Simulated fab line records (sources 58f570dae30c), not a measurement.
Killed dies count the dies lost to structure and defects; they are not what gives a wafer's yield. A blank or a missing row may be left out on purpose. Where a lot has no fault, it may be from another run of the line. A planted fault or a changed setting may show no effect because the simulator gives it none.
Which of the tools did it?    flow berkeley_cmos170    42 wafers from 14 lots sampled at 3 of the route's 331 steps

== WHAT THE GAUGES READ, wafer by wafer ==
UCB170_NLDD_TW_MEAS_11.
lot   measured      on             NLDD_TW
L258  day 7 03:56   film_metro-01  2220 2220 2230
L261  day 7 18:53   film_metro-01  2222 2225 2204
L260  day 7 19:11   film_metro-01  2209 2219 2218
L262  day 7 19:26   film_metro-02  2217 2220 2225
L263  day 8 04:19   film_metro-04  2200 2178 2196
L264  day 8 04:27   film_metro-02  2225 2221 2224
L265  day 8 19:48   film_metro-01  2113 2117 2114
L266  day 9 00:56   film_metro-01  2207 2219 2218
L268  day 9 09:01   film_metro-01  2119 2115 2119
L275  day 10 07:35  film_metro-01  2216 2201 2213
L274  day 10 08:46  film_metro-04  2194 2189 2185
L278  day 10 18:59  film_metro-04  2186 2189 2178
L277  day 10 20:06  film_metro-01  2213 2212 2215
L279  day 11 20:22  film_metro-01  2210 2215 2218

UCB170_SDANNEAL_RS_MEAS_05: measurement is done with a four-point probe.
lot   measured      on             NLDD_RS (ohm/sq)
L258  day 7 17:01   film_metro-01  615.6 616.8 615.6
L261  day 8 09:24   film_metro-01  618.2 617.4 617.5
L260  day 8 08:57   film_metro-02  618.9 618.0 617.3
L262  day 8 09:34   film_metro-02  613.7 612.6 615.0
L263  day 8 20:24   film_metro-01  619.2 618.2 617.3
L264  day 8 20:16   film_metro-02  617.1 617.6 616.1
L265  day 9 04:15   film_metro-02  537.1 538.3 534.8
L266  day 9 09:51   film_metro-01  619.1 617.2 616.7
L268  day 9 19:34   film_metro-01  540.3 539.5 539.9
L275  day 10 19:04  film_metro-02  616.8 617.9 617.2
L274  day 10 19:02  film_metro-01  617.1 616.2 618.7
L278  day 11 06:33  film_metro-01  616.5 617.3 616.1
L277  day 11 06:29  film_metro-02  612.7 614.2 615.0
L279  day 12 06:42  film_metro-04  616.0 614.8 614.0

== WHAT TOOL EACH LOT RAN ON (gives the tool, then ch and the chambers of the sampled wafers, and finally the start) ==
lot   UCB170_NLDD_IMPLANT_09
L258  implanter-02 ch 0, day 7 03:41
L261  implanter-03 ch 0, day 7 18:40
L260  implanter-02 ch 0, day 7 18:59
L262  implanter-01 ch 0, day 7 19:13
L263  implanter-01 ch 0, day 8 04:04
L264  implanter-02 ch 0, day 8 04:14
L265  implanter-01 ch 0, day 8 19:36
L266  implanter-03 ch 0, day 9 00:43
L268  implanter-01 ch 0, day 9 08:46
L275  implanter-02 ch 0, day 10 07:22
L274  implanter-02 ch 0, day 10 08:31
L278  implanter-03 ch 0, day 10 18:44
L277  implanter-02 ch 0, day 10 19:44
L279  implanter-03 ch 0, day 11 20:07
- UCB170_NLDD_IMPLANT_09

== WHAT THE TOOLS THEMSELVES READ (means of the sampled wafers that have a number; where no wafer has one, the mark that the record gives instead) ==
UCB170_NLDD_IMPLANT_09.
lot   tool          faraday_current_uA  tilt_deg (degrees)
L258  implanter-02  161                 7.005
L261  implanter-03  160                 6.979
L260  implanter-02  159                 6.993
L262  implanter-01  159                 7.008
L263  implanter-01  158                 7.009
L264  implanter-02  160                 7.009
L265  implanter-01  160                 0.008
L266  implanter-03  158                 6.990
L268  implanter-01  159                 -0.022
L275  implanter-02  158                 6.999
L274  implanter-02  158                 7.012
L278  implanter-03  159                 7.005
L277  implanter-02  156                 7.007
L279  implanter-03  159                 6.999

== THE ANSWER, worked out from the rows above alone ==
Rule: usual is defined by the lots themselves. Put in order of their means at a reading, lots are off if they are a third of the lots or fewer, leave a main group of 4 or more, and stand apart from it by a gap of 3 or more times the standard deviation of the main group's means; of several such gaps the widest counts. Not used: any main group whose means are identical at the precision the tables above print for the reading. Also off: a lot with no number at a reading for which 4 or more lots have one. The other lots that the step has rows for count as sound. Order of review: gauges by route order, followed by the tools' own readings, for which a lot's mean as printed above is used. The first step at which some lot is off is used, and at that step the reading that is off furthest; a lot without a number counts as furthest.
Off: at UCB170_NLDD_TW_MEAS_11 (NLDD_TW), L265, L268. Main group: mean 2210, sd 13.
A tool fits if, at a process step before that reading, it ran every lot that is off, and no sound lot after the first of them. Not tried: the gauges at UCB170_NLDD_TW_MEAS_11; whatever is off there is also off at UCB170_NLDD_IMPLANT_09, on other tools, and gauge error can't account for it. One fits: implanter-01 at UCB170_NLDD_IMPLANT_09. A fault onset in the window from L263 (day 8 04:04, its last sound lot) to L265 (day 8 19:36, its first lot off) fits.
The tool's own readings at UCB170_NLDD_IMPLANT_09 bear it out: on the lots that are off they differ by more than 5 times the standard deviation of the sound lots' means. tilt_deg reads -0.007 degrees there against 7.001 degrees on the sound lots.

== WHAT THE SIMULATOR HAD PUT IN ==
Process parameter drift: implanter-01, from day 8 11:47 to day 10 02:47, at UCB170_NLDD_IMPLANT_09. Setting tilt_deg, moved by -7, from 7. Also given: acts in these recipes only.
Lots struck among those shown: L265, L268. The rule given above showed the same thing.
